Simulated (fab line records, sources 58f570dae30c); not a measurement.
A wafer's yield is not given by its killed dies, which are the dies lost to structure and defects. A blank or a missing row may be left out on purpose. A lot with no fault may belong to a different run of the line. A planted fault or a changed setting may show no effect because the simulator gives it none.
fab line records | flow berkeleyCmos170
record: lots: 15 wafers: 45 lastDay: 13
route steps=331 shown SDANNEAL@205 PSD@206
lots that met no fault: taken from a fault-free run of the same line
startH: the number of hours between the record's first day and the start of the first shown wafer of the lot | waitH: hours from the lot's prior step to this one | " the same as in the row above | L1.1+2: a row that stands for several wafers | - no value, or no start given | * or withheld: withheld | < > ~ a bound
route shown NAME@n: NAME is a module with steps in the file, n the number in the route of the first one | usual: average and standard deviation across the fault-free wafers | same: alike in all rows | chamber/n: place in a boat | sites: each site's reading | _std_site: standard deviation across them | _edge_site: outer sites' mean less inner sites' | radiusMm: how far each site lies from the wafer's centre | mask NAME#n: copy n | behind: the tool/chamber that last shaped the wafer | hold: the reason the lot was held/the length of the hold in hours/how it ended | device: the n, p or np transistor that did not switch | end of line: the same wafers' tests at the end of the route | a step without rows: its recipe alone | killed: count of dies lost to structure and defects at first sort (not the wafer's yield) | map: per-die view of a wafer (x killed, . not killed, _ where there is no die)
set.NAME: the run value of the setting; set.NAME@STEP: its run value at that earlier step | model.NAME: the simulator's own value behind a step, which no gauge read
route steps across a sampled set of lots; one table per step, one row per wafer
== steps ==
step: UCB170_SDANNEAL_RTA_01
recipe: tempC: 1050 timeS: 5 ambient: N2
usual: lampPowerPct: 34.1/0.46 wafer_temp_C_max: 1055.1/1.3
columns lot.wafer tool chamber startH waitH lampPowerPct wafer_temp_C_max
L242.3 rtpAnneal-01 0 187.51 0.1 33.6 1056.0
L242.5 " 0 " " 33.6 1056.1
L242.6 " 0 " " 33.6 1058.3
L241.3 rtpAnneal-02 0 187.95 0.1 34.5 1053.8
L241.5 " 0 " " 34.5 1053.3
L241.6 " 0 " " 34.6 1054.0
L243.1 rtpAnneal-02 0 200.86 0.1 34.5 1054.6
L243.2 " 0 " " 34.5 1053.8
L243.6 " 0 " " 34.5 1053.5
L244.1 rtpAnneal-01 0 212.37 0.1 33.6 1055.0
L244.5 " 0 " " 33.6 1055.9
L244.6 " 0 " " 33.6 1056.2
L245.2 rtpAnneal-02 0 212.83 0.1 34.5 1053.2
L245.5 " 0 " " 34.5 1053.5
L245.6 " 0 " " 34.5 1053.8
L246.1 rtpAnneal-01 0 212.88 0.1 33.5 1054.9
L246.3 " 0 " " 33.6 1057.1
L246.6 " 0 " " 33.6 1056.6
L247.4 rtpAnneal-01 0 220.74 0.1 33.6 1056.5
L247.5 " 0 " " 33.6 1055.6
L247.6 " 0 " " 33.6 1054.8
L248.2 rtpAnneal-02 0 220.99 0.1 34.5 1052.1
L248.3 " 0 " " 34.6 1053.6
L248.4 " 0 " " 34.6 1055.2
L254.3 rtpAnneal-01 0 242.86 0.1 33.6 1054.3
L254.4 " 0 " " 33.6 1056.2
L254.6 " 0 " " 33.5 1055.0
L251.2 rtpAnneal-02 0 243.00 0.1 31.3 1015.0
L251.4 " 0 " " 31.3 1013.4
L251.5 " 0 " " 31.3 1015.7
L253.1 rtpAnneal-02 0 243.39 0.1 31.2 1015.3
L253.3 " 0 " " 31.3 1013.7
L253.5 " 0 " " 31.3 1013.9
L256.2 rtpAnneal-02 0 249.58 0.1 31.2 1013.1
L256.3 " 0 " " 31.3 1014.2
L256.4 " 0 " " 31.2 1015.1
L258.3 rtpAnneal-01 0 270.60 0.1 33.6 1055.3
L258.5 " 0 " " 33.6 1056.9
L258.6 " 0 " " 33.6 1057.5
L257.2 rtpAnneal-01 0 271.23 0.1 33.6 1056.7
L257.3 " 0 " " 33.6 1055.7
L257.4 " 0 " " 33.6 1055.4
L261.1 rtpAnneal-01 0 281.02 0.1 33.5 1056.5
L261.2 " 0 " " 33.6 1054.6
L261.5 " 0 " " 33.6 1057.0
step: UCB170_SDANNEAL_RS_MEAS_02
recipe: thkMeasGauge: four-point-probe
usual: PSD_RS: 75.56/0.27
columns lot.wafer tool chamber startH waitH hold PSD_RS[ohm/sq]
L242.3 filmMetro-03 - 187.59 0.1 - 75.68
L242.5 " - " " - 75.78
L242.6 " - " " - 75.78
L241.3 filmMetro-02 - 188.03 0.1 - 75.27
L241.5 " - " " - 75.52
L241.6 " - " " - 75.40
L243.1 filmMetro-03 - 200.91 0.0 - 75.97
L243.2 " - " " - 75.62
L243.6 " - " " - 75.25
L244.1 filmMetro-02 - 212.43 0.0 - 75.58
L244.5 " - " " - 75.55
L244.6 " - " " - 76.04
L245.2 filmMetro-04 - 212.90 0.1 - 75.23
L245.5 " - " " - 75.36
L245.6 " - " " - 75.44
L246.1 filmMetro-03 - 212.94 0.0 - 75.48
L246.3 " - " " - 75.32
L246.6 " - " " - 75.33
L247.4 filmMetro-03 - 220.83 0.1 - 75.02
L247.5 " - " " - 75.83
L247.6 " - " " - 75.24
L248.2 filmMetro-04 - 221.06 0.1 - 75.75
L248.3 " - " " - 75.91
L248.4 " - " " - 75.92
L254.3 filmMetro-02 - 242.94 0.1 - 75.89
L254.4 " - " " - 75.54
L254.6 " - " " - 75.85
L251.2 filmMetro-04 - 243.07 0.1 awaitDispo/0.2h/release 96.16
L251.4 " - " " awaitDispo/0.2h/release 96.78
L251.5 " - " " awaitDispo/0.2h/release 96.62
L251.2 filmMetro-04 - 243.43 0.3 - 96.29
L251.4 " - " " - 96.97
L251.5 " - " " - 96.66
L253.1 filmMetro-02 - 243.45 0.0 awaitDispo/0.2h/release 96.09
L253.3 " - " " awaitDispo/0.2h/release 96.19
L253.5 " - " " awaitDispo/0.2h/release 96.27
L253.1 filmMetro-02 - 243.81 0.3 - 95.94
L253.3 " - " " - 96.26
L253.5 " - " " - 96.37
L256.2 filmMetro-02 - 249.65 0.1 awaitDispo/0.2h/release 96.34
L256.3 " - " " awaitDispo/0.2h/release 96.54
L256.4 " - " " awaitDispo/0.2h/release 96.74
L256.2 filmMetro-02 - 250.01 0.3 - 96.43
L256.3 " - " " - 96.47
L256.4 " - " " - 96.68
L258.3 filmMetro-03 - 270.68 0.1 - 76.01
L258.5 " - " " - 75.55
L258.6 " - " " - 76.10
L257.2 filmMetro-03 - 271.30 0.1 - 75.25
L257.3 " - " " - 75.38
L257.4 " - " " - 75.70
L261.1 filmMetro-04 - 281.08 0.0 - 75.52
L261.2 " - " " - 75.57
L261.5 " - " " - 75.52
== key ==
firstSign: step: UCB170_SDANNEAL_RTA_01 reading: wafer_temp_C_max direction: down sigmas: 31 usual: * struck: *
effect: step: UCB170_SDANNEAL_RTA_01 reading: lampPowerPct direction: down sigmas: 6 usual: 34.1 struck: 31.3
effect: step: UCB170_SDANNEAL_RS_MEAS_02 reading: visit direction: added
effect: step: UCB170_SDANNEAL_RS_MEAS_02 reading: PSD_RS direction: up sigmas: 77 usual: 75.56 struck: 96.41
metAt UCB170_SDANNEAL_RTA_01
struckLots L251,L253,L256
scrappedBehind UCB170_SDANNEAL_RS_MEAS_02 L251.2,L251.4,L251.5,L253.1,L253.3,L253.5,L256.2,L256.3,L256.4
onsetBetween 220.99 243.00
fault: kind: processParameterDrift tool: rtpAnneal-02 chamber: - onsetH: 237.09 steps: UCB170_SDANNEAL_RTA_01 channel: tempC offset: * shape: step endH: 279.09 actsIn: * stated: *
